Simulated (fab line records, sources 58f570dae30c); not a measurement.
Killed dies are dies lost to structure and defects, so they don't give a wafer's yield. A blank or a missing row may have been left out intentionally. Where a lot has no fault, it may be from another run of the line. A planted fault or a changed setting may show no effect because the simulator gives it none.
Split-lot trial + flow berkeley cmos170 + 5 lots, 23 wafers read, on a route of 331 steps

## THE SPLIT ITSELF
At UCB170_M2_PEB_13, the setting peb temp c was moved away from the recipe's 130 C on 6 of the 23 wafers read, by -1.1% to +2.6%. This setting was run at the recipe's value on the other wafers.

## SPLIT TO READING: what lies between them in the file, 1 step
- UCB170_M2_DEVELOP_14: develop time 45 s

## THE READING
At UCB170_M2_CD_MEAS_15: cd nm in nanometres, against a target cd of 700 nm. A value of 700.2 nm with a standard deviation of 1.1 nm is what fault-free wafers of this fab line usually give.

| wafer  | tool, chamber at the split | peb temp c as run, C | against the recipe | cd nm, nm | against lot-mates on the recipe |
|--------|----------------------------|----------------------|--------------------|-----------|---------------------------------|
| L077.1 | litho track-03, 0          | 130                  | recipe             | 700.0     | -                               |
| L077.2 | litho track-03, 0          | 131.8                | +1.4%              | 688.8     | -11.5                           |
| L077.3 | litho track-03, 0          | 130                  | recipe             | 700.2     | -                               |
| L077.4 | litho track-03, 0          | 131.8                | +1.4%              | 688.1     | -12.2                           |
| L077.6 | litho track-03, 0          | 130                  | recipe             | 700.8     | -                               |
| L079.1 | litho track-03, 0          | 130                  | recipe             | 699.8     | -                               |
| L079.2 | litho track-03, 0          | 133.4                | +2.6%              | 679.5     | -20.1                           |
| L079.3 | litho track-03, 0          | 133.4                | +2.6%              | 680.4     | -19.2                           |
| L079.5 | litho track-03, 0          | 130                  | recipe             | 699.2     | -                               |
| L079.6 | litho track-03, 0          | 130                  | recipe             | 699.8     | -                               |
| L082.2 | litho track-03, 0          | 130                  | recipe             | 700.2     | -                               |
| L082.3 | litho track-03, 0          | 130                  | recipe             | 700.2     | -                               |
| L082.5 | litho track-03, 0          | 130                  | recipe             | 699.5     | -                               |
| L084.1 | litho track-04, 0          | 128.6                | -1.1%              | 709.5     | +10.0                           |
| L084.3 | litho track-04, 0          | 130                  | recipe             | 699.7     | -                               |
| L084.4 | litho track-04, 0          | 128.6                | -1.1%              | 709.7     | +10.2                           |
| L084.5 | litho track-04, 0          | 130                  | recipe             | 700.2     | -                               |
| L084.6 | litho track-04, 0          | 130                  | recipe             | 698.6     | -                               |
| L085.2 | litho track-03, 0          | 130                  | recipe             | 699.0     | -                               |
| L085.3 | litho track-03, 0          | 130                  | recipe             | 699.1     | -                               |
| L085.4 | litho track-03, 0          | 130                  | recipe             | 700.0     | -                               |
| L085.5 | litho track-03, 0          | 130                  | recipe             | 699.9     | -                               |
| L085.6 | litho track-03, 0          | 130                  | recipe             | 698.9     | -                               |

THE FIT
A straight line over all 23 wafers: cd nm changes by -7.91 nm for each +1% of peb temp c; r = -1.00; the points scatter about the line by 0.73 nm.
The same after taking each lot's own level away (the mean of its wafers on the recipe; 23 wafers): -7.99 nm for each +1%; r = -0.99; scatter 0.77 nm.
On that fit, the largest move of peb temp c shifts the reading by 21 nm.
Across the lots, their own levels run from 699.38 to 700.33 nm, a range of 0.9 times the standard deviation given above.
The two slopes are in agreement: the lot-to-lot level therefore moves the slope only a little.
Check: for one of the wafers moved furthest among these (+2.6%), held out of the fit, the line's prediction against its lot-mates is -21.1 nm. It came out at -20.1 nm against them.

## ADDITIONAL SPLITS CARRIED BY THESE WAFERS
Other splits were also applied to these wafers ahead of the reading. Each is held against what the fit with the lots' levels taken away leaves over:
| other split on the same wafers      | wafers away from the commonest value | r with cd nm (lot level and that fit taken away) |
|-------------------------------------|--------------------------------------|--------------------------------------------------|
| UCB170_NWELL_IMPLANT_14 dose cm2    | 7                                    | -0.13                                            |
| UCB170_PWELL_IMPLANT_15 energy kev  | 10                                   | +0.03                                            |
| UCB170_ACTIVE_COAT_08 resist thk nm | 8                                    | +0.09                                            |
| UCB170_PLDD_IMPLANT_08 dose cm2     | 8                                    | -0.17                                            |
| UCB170_NLDD_PEB_04 peb temp c       | 6                                    | +0.13                                            |
| UCB170_BACKSIDE_SOFTBAKE_02 temp c  | 10                                   | -0.17                                            |
| UCB170_M1_COAT_04 spin rpm          | 5                                    | -0.51                                            |
| UCB170_M1_METAL_ETCH_12 time s      | 10                                   | +0.17                                            |
| UCB170_V1_PEB_10 peb temp c         | 10                                   | +0.20                                            |
| UCB170_V1_STRIP_15 pressure mtorr   | 10                                   | +0.23                                            |

## THE FILE'S OWN FIT
cd nm changes by -7.94 nm for each +1% of peb temp c, r = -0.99.
